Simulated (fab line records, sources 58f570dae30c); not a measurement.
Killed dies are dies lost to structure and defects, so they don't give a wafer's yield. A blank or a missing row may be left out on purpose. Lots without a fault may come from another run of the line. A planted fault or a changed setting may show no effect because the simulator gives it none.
Which tool did it? | flow berkeley_cmos170 | 13 lots, 39 wafers sampled, at 4 steps of a route of 331

WHAT THE GAUGES READ, wafer by wafer
UCB170_V2_OVL_MEAS_13.
lot  | measured     | on         | V2_OVL (nm)
L541 | day 8 18:05  | overlay-02 | 5 8 14
L545 | day 9 13:02  | overlay-02 | 11 6
L547 | day 10 03:48 | overlay-02 | 9 9 7
L548 | day 10 04:40 | overlay-02 | 5 5 7
L549 | day 11 00:53 | overlay-01 | -9 4 -7
L550 | day 11 00:37 | overlay-01 | 2 7 15
L552 | day 11 00:11 | overlay-01 | -5 -6 -12
L554 | day 11 09:02 | overlay-02 | 9 6 5
L556 | day 11 08:46 | overlay-01 | -11 -4 0
L559 | day 12 06:14 | overlay-01 | -6 -5 -5
L560 | day 12 07:16 | overlay-01 | 13 4 1
L561 | day 12 12:53 | overlay-02 | 0 2 6
L562 | day 12 22:47 | overlay-02 | 1 5 1

UCB170_V2_CD_MEAS_90: target cd 700 nm.
lot  | measured     | on        | cd_nm (nm)
L541 | day 8 18:25  | cd_sem-01 | 700.5 700.0 699.0
L545 | day 9 13:22  | cd_sem-02 | 703.3 702.5
L547 | day 10 04:13 | cd_sem-01 | 700.3 700.5 701.0
L548 | day 10 05:16 | cd_sem-01 | 700.5 699.3 700.8
L549 | day 11 01:19 | cd_sem-02 | 700.8 702.7 702.4
L550 | day 11 00:55 | cd_sem-02 | 698.9 696.9 698.1
L552 | day 11 00:39 | cd_sem-02 | 700.8 702.2 702.9
L554 | day 11 09:22 | cd_sem-02 | 702.3 701.4 703.9
L556 | day 11 09:05 | cd_sem-02 | 698.3 698.9 698.8
L559 | day 12 06:34 | cd_sem-01 | 700.9 698.5 702.2
L560 | day 12 07:35 | cd_sem-02 | 700.6 699.3 700.2
L561 | day 12 13:14 | cd_sem-02 | 697.6 697.9 697.4
L562 | day 12 23:05 | cd_sem-01 | 700.2 702.8 701.9

WHICH TOOL RAN EACH LOT (tool, then ch and the chambers of the sampled wafers, then the start)
lot  | UCB170_ACTIVE_CLEAN_01         | UCB170_M2_STRIP_07
L541 | wet_bench-04 ch 0, day 4 16:56 | plasma_asher-04 ch 0,1, day 8 12:23
L545 | wet_bench-04 ch 0, day 5 04:17 | plasma_asher-01 ch 0, day 9 08:34
L547 | wet_bench-02 ch 3, day 5 22:55 | plasma_asher-01 ch 0,1, day 9 23:10
L548 | wet_bench-02 ch 3, day 5 22:55 | plasma_asher-04 ch 0,1, day 9 23:34
L549 | wet_bench-01 ch 2, day 6 10:43 | plasma_asher-03 ch 0,1, day 10 13:52
L550 | wet_bench-01 ch 2, day 6 10:43 | plasma_asher-04 ch 0,1, day 10 13:25
L552 | wet_bench-01 ch 3, day 6 10:43 | plasma_asher-01 ch 0,1, day 10 13:23
L554 | wet_bench-01 ch 1, day 7 03:07 | plasma_asher-03 ch 0,1, day 11 02:37
L556 | wet_bench-01 ch 2, day 7 04:07 | plasma_asher-04 ch 0,1, day 11 02:13
L559 | wet_bench-02 ch 0, day 7 12:43 | plasma_asher-04 ch 0,1, day 12 02:28
L560 | wet_bench-01 ch 1, day 7 22:53 | plasma_asher-01 ch 0,1, day 12 02:55
L561 | wet_bench-01 ch 2, day 7 22:53 | plasma_asher-04 ch 0,1, day 12 07:25
L562 | wet_bench-04 ch 2, day 8 09:02 | plasma_asher-03 ch 0,1, day 12 13:04
- UCB170_ACTIVE_CLEAN_01: cleans in dHF, time 60 s.
- UCB170_M2_STRIP_07: strips in O2.

WHAT THE TOOLS THEMSELVES READ (means of the sampled wafers that have a number; where no wafer has one, the mark that the record gives instead)
UCB170_M2_STRIP_07.
lot  | tool            | drypump_motor_current_A (A) | o2_flow_sccm (sccm) | oes_product_au (a.u.) | strip_time_to_endpoint_s (s)
L541 | plasma_asher-04 | 5.1                         | 399.5               | 0.734                 | 21.99
L545 | plasma_asher-01 | 5.9                         | 399.7               | 0.734                 | 21.90
L547 | plasma_asher-01 | 5.5                         | 400.3               | 0.732                 | 22.07
L548 | plasma_asher-04 | 5.1                         | 400.0               | 0.734                 | 21.95
L549 | plasma_asher-03 | 5.7                         | 400.5               | 0.732                 | 21.98
L550 | plasma_asher-04 | 5.3                         | 401.4               | 0.732                 | 21.93
L552 | plasma_asher-01 | 5.7                         | 399.9               | 0.738                 | 21.94
L554 | plasma_asher-03 | 5.6                         | 400.5               | 0.731                 | 21.95
L556 | plasma_asher-04 | 5.2                         | 400.1               | 0.735                 | 22.00
L559 | plasma_asher-04 | 5.1                         | 399.5               | 0.737                 | 22.01
L560 | plasma_asher-01 | 5.7                         | 399.7               | 0.741                 | 21.94
L561 | plasma_asher-04 | 5.1                         | 399.5               | 0.738                 | 21.94
L562 | plasma_asher-03 | 5.7                         | 398.5               | 0.732                 | 22.05

THE ANSWER, worked out from the rows above alone
Rule: what is usual is taken from the lots themselves. Put in order of their means at a reading, lots are off if they are a third of the lots or fewer, leave a main group of 4 or more, and stand apart from it by a gap of 3 or more times the standard deviation of the main group's means; of several such gaps the widest counts. A main group whose means are all the same, to the digits that the tables above print for the reading, isn't used. A lot without any number at a reading at which 4 lots or more have one is off too. The other lots that the step has rows for count as sound. The gauges are gone through in route order, then the tools' own readings, and for those a lot's mean is taken as printed above. The first step at which some lot is off is used, and at that step the reading that is off furthest; a lot without a number counts as furthest.
No lot is off at any reading shown: from this, nothing can be told.

WHAT THE SIMULATOR HAD PUT IN
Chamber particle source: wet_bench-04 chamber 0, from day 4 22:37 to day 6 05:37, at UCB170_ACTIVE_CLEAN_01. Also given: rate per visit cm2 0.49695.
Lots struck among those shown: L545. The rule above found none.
